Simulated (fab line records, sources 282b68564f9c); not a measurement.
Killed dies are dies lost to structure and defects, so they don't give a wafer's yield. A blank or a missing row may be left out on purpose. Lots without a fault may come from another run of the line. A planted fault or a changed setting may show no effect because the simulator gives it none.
fab line records | flow rit_cmos
record lots=14 wafers=42 last_day=7
route steps=202 shown GATE@81
lots that met no fault: from a run of the same line without faults
start_h: hours from the record's first day to the start of the lot's first wafer shown | wait_h: hours since the lot's step before | " the same as in the row above | L1.1+2: a row that stands for several wafers | - no value, or no start given | * or withheld: withheld | < > ~ a bound
route shown NAME@n: a module of which the file shows steps, and the number in the route of the first | usual: mean/standard deviation of fault-free wafers | same: alike in all rows | chamber/n: place in a boat | sites: the reading at each site | _std_site: their standard deviation | _edge_site: outer sites' mean less inner sites' | radius_mm: how far each site lies from the wafer's centre | mask NAME#n: copy n | behind: the tool/chamber that last shaped the wafer | hold: why the lot was held/for how many hours/how that ended | device: the transistor (n, p or np) that didn't switch | end of line: the same wafers' tests at the end of the route | a step without rows: its recipe alone | killed: dies lost to structure and defects at the first sort, not the wafer's yield | map: a wafer's dies, x killed, . not, _ none there
set.NAME: the setting as run; set.NAME@STEP: as run at that earlier step | model.NAME: the simulator's own value behind a step, which no gauge read
steps of the route over a sample of lots; a table a step, a row a wafer
services: from which hour (start_h, from the record's first day; less than 0 if before it) a tool's chamber was out of use, for how many hours, and why
## steps
# step RIT_GATE_OXIDATION_05
# recipe temp_c=900 ambient=O2 target_thk_a=30 ox_time_s=270
# usual spike_tc_centre_C=903.2/1.1 spike_tc_source_C=923.0/2.2 tube_center_temp_C=900.01/0.087 tube_center_temp_C_max=902.3/0.34
# columns lot.wafer tool chamber start_h wait_h spike_tc_centre_C spike_tc_source_C tube_center_temp_C tube_center_temp_C_max
L421.2 furnace-03 0 37.86 0.0 903.7 922.2 900.12 901.8
L421.3 " 0 " " 904.7 923.4 899.97 901.8
L421.4 " 0 " " 907.2 922.0 899.87 902.3
L422.2 furnace-03 0 43.37 0.2 904.1 921.7 900.04 902.0
L422.3 " 0 " " 903.9 921.8 899.98 902.5
L422.4 " 0 " " 902.4 921.2 900.12 902.1
L423.1 furnace-03 0 47.89 0.1 905.9 922.6 899.95 902.5
L423.2 " 0 " " 902.7 922.7 899.98 902.3
L423.5 " 0 " " 902.9 922.8 900.05 902.5
L424.1 furnace-01 0 52.05 0.2 902.2 924.1 900.08 901.9
L424.3 " 0 " " 902.3 925.0 899.9 901.6
L424.6 " 0 " " 902.9 925.1 900.12 902.6
L425.1 furnace-01 0 58.49 0.3 902.8 926.2 900.13 902.9
L425.3 " 0 " " 901.9 924.7 899.91 902.2
L425.6 " 0 " " 902.2 925.7 899.94 902.9
L426.1 furnace-03 0 62.30 0.1 904.0 920.8 900 902.4
L426.3 " 0 " " 904.1 922.4 899.98 902.7
L426.6 " 0 " " 903.7 922.1 900.12 903.0
L427.3 furnace-01 0 68.35 0.7 903.0 925.0 899.91 902.5
L427.4 " 0 " " 904.5 925.2 900.09 902.4
L427.6 " 0 " " 903.6 925.6 899.97 902.9
L434.1 furnace-03 0 102.29 0.5 898.8 918.7 894.94 896.9
L434.2 " 0 " " 899.4 915.6 894.99 897.6
L434.3 " 0 " " 898.2 915.7 895 897.2
L435.1 furnace-03 0 110.12 1.1 899.4 916.3 894.97 897.1
L435.3 " 0 " " 898.2 916.5 895.05 897.8
L435.4 " 0 " " 897.0 916.5 895.08 897.3
L437.1 furnace-01 0 117.57 0.1 901.2 924.6 900.01 902.0
L437.2 " 0 " " 905.5 925.8 899.97 902.7
L437.5 " 0 " " 902.7 926.8 900.06 902.4
L438.1 furnace-01 0 121.92 0.1 903.5 927.5 899.89 902.0
L438.4 " 0 " " 904.3 926.2 899.95 901.8
L438.6 " 0 " " 903.1 924.7 900.1 902.2
L440.4 furnace-04 0 134.25 0.0 900.6 920.1 899.98 902.3
L440.5 " 0 " " 901.4 918.7 900.07 901.9
L440.6 " 0 " " 902.3 921.6 900 902.0
L442.1 furnace-04 0 143.08 1.5 901.5 920.2 899.85 902.5
L442.4 " 0 " " 902.1 920.2 900 902.4
L442.5 " 0 " " 900.9 921.9 900.1 902.6
L443.2 furnace-01 0 149.23 2.4 901.3 924.5 900.01 902.1
L443.3 " 0 " " 904.7 923.8 900.04 902.9
L443.5 " 0 " " 902.4 925.6 899.98 902.0
# step RIT_GATE_THK_MEAS_07
# recipe reads=SiO2_of_GATE_OXIDATION_05
# usual GATE_OXIDE_THK=3.00/0.068
# columns lot.wafer tool chamber start_h wait_h GATE_OXIDE_THK[nm]
L421.2 film_metro-02 - 39.19 0.0 2.96
L421.3 " - " " 3.06
L421.4 " - " " 3.02
L422.2 film_metro-03 - 44.70 0.0 3.04
L422.3 " - " " 3.03
L422.4 " - " " 3.00
L423.1 film_metro-03 - 49.22 0.0 3.11
L423.2 " - " " 3.02
L423.5 " - " " 3.03
L424.1 film_metro-02 - 53.38 0.0 3.15
L424.3 " - " " 3.03
L424.6 " - " " 3.09
L425.1 film_metro-03 - 59.82 0.0 2.99
L425.3 " - " " 2.98
L425.6 " - " " 3.07
L426.1 film_metro-04 - 63.63 0.0 3.03
L426.3 " - " " 3.09
L426.6 " - " " 3.09
L427.3 film_metro-04 - 69.70 0.0 2.96
L427.4 " - " " 2.93
L427.6 " - " " 3.05
L434.1 film_metro-03 - 103.61 0.0 2.75
L434.2 " - " " 2.83
L434.3 " - " " 2.74
L435.1 film_metro-04 - 112.75 0.0 2.76
L435.3 " - " " 2.75
L435.4 " - " " 2.78
L437.1 film_metro-02 - 118.90 0.0 3.09
L437.2 " - " " 3.12
L437.5 " - " " 3.12
L438.1 film_metro-03 - 123.25 0.0 3.00
L438.4 " - " " 2.94
L438.6 " - " " 2.91
L440.4 film_metro-02 - 137.87 0.0 2.92
L440.5 " - " " 2.97
L440.6 " - " " 2.91
L442.1 film_metro-04 - 144.41 0.0 3.01
L442.4 " - " " 3.00
L442.5 " - " " 3.04
L443.2 film_metro-02 - 151.20 0.0 3.13
L443.3 " - " " 3.10
L443.5 " - " " 3.08
## services
# columns tool chamber start_h hours kind
furnace-01 - 40.59 3.2 pm
furnace-04 - 90.00 9.9 pm
furnace-03 - 95.16 4.2 pm
furnace-01 - 108.52 3.1 pm
furnace-01 - 130.79 16.5 repair
furnace-03 - 144.68 3.5 pm
## key
first_sign step=RIT_GATE_OXIDATION_05 reading=tube_center_temp_C direction=down sigmas=56 usual=* struck=*
effect step=RIT_GATE_OXIDATION_05 reading=tube_center_temp_C_max direction=down sigmas=15 usual=* struck=*
effect step=RIT_GATE_THK_MEAS_07 reading=GATE_OXIDE_THK direction=down sigmas=3.4 usual=3.00 struck=2.77
met_at RIT_GATE_OXIDATION_05
struck_lots L434,L435
tester_left_out L434,L435
onset_between 62.30 102.29
fault kind=process_parameter_drift tool=furnace-03 chamber=- onset_h=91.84 steps=RIT_GATE_OXIDATION_05 channel=temp_c offset=* shape=step end_h=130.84 acts_in=* stated=*
# tester_left_out: of these lots the tester's yield and bins aren't shown, on N5 and GAA mostly nor the transistor test; their killed dies are dies lost to structure and defects alone, not to doping, threshold or leakage, so they don't give the yield
